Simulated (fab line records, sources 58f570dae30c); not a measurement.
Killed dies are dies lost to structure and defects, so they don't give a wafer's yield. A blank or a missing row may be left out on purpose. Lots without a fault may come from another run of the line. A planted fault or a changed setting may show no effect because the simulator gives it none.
Problem report in the 8D (eight disciplines) form, filled by code | flow berkeley_cmos170 | the parts of the form that need people (team, actions taken, sign-off) are left out

1. THE PROBLEM
o2_flow_sccm at UCB170_NLDD_STRIP_10 reads a mean of 319.7 sccm on 3 wafers of 2 lots; wafers without a fault read 400.0 sccm with a standard deviation of 1.2. That is -67 standard deviations from the usual mean.
The step: strips in O2.
First seen on wafer L964.2, day 10 08:47, on plasma_asher-04. The record holds 42 wafers of 14 lots with a number at this step. Rule for "out", or "out of limits": more than 4 standard deviations from the usual mean. The other wafers with a number count as sound.

2. WHAT IT IS AND WHAT IT IS NOT
question                    | is                                     | is not
which readings at this step | o2_flow_sccm, strip_time_to_endpoint_s | drypump_motor_current_A
which lots                  | L964, L967                             | L949, L950, L951, L952, L953, L955, L957, L958, L959, L960, L970, L972
which wafers of those lots  | L964.2, L964.4, L967.4                 | L964.3, L967.1, L967.3
read on which tools         | plasma_asher-04                        | plasma_asher-02, plasma_asher-03
when                        | from day 10 08:47                      | up to then (31 sound wafers); but 8 sound wafers of L967, L970, L972 came after

3. SUSPECTS, AND WHAT RULES EACH OUT
Counting: a tool at a process step up to the reading stays a suspect if it ran every lot that is out. Sound lots after the first of them don't rule it out here, since some wafers of a struck lot are sound.
- plasma_asher-04 at UCB170_NLDD_STRIP_10 (strips in O2): kept. It ran every lot that is out, first L964 (day 10 08:47); its last sound lot up to then is L960 (day 9 08:39). Its own readings are out on those wafers: o2_flow_sccm, strip_time_to_endpoint_s.
- Within plasma_asher-04 at UCB170_NLDD_STRIP_10: the wafers that are out ran in chamber 1; their sound lot-mates ran in chamber 0.
Left after counting: plasma_asher-04 at UCB170_NLDD_STRIP_10.

4. THE CAUSE (what the simulator had put in)
Process parameter drift: plasma_asher-04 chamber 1, from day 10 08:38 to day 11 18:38, at UCB170_NLDD_STRIP_10. Setting o2_flow_sccm, moved by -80, from 400. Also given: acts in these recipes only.
Counting left only this tool.

5. THE CHAIN OF EFFECTS, in route order
Each row: a reading whose mean over the struck wafers that have a number lies more than 3 standard deviations from the usual. Only readings for which the record gives a usual standard deviation are gone through. hours: the time from each lot's start at the first step in this table that gives one to its start at this step, as a median over the lots. sigmas: the change in usual standard deviations.
hours | step                 | reading                  | usual      | on struck wafers | change | sigmas
0     | UCB170_NLDD_STRIP_10 | o2_flow_sccm             | 400.0 sccm | 319.7            | -80.3  | -67
0     | UCB170_NLDD_STRIP_10 | oes_product_au           | 0.734 a.u. | 0.717            | -0.017 | -3.6
0     | UCB170_NLDD_STRIP_10 | strip_time_to_endpoint_s | 21.62 s    | 22.40            | +0.78  | +14
The process steps in it:
- UCB170_NLDD_STRIP_10: strips in O2.

6. WHAT WOULD HAVE CAUGHT IT SOONER
In this record the first reading out of limits was taken at day 10 08:47, 0 hours after the fault began at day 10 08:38.
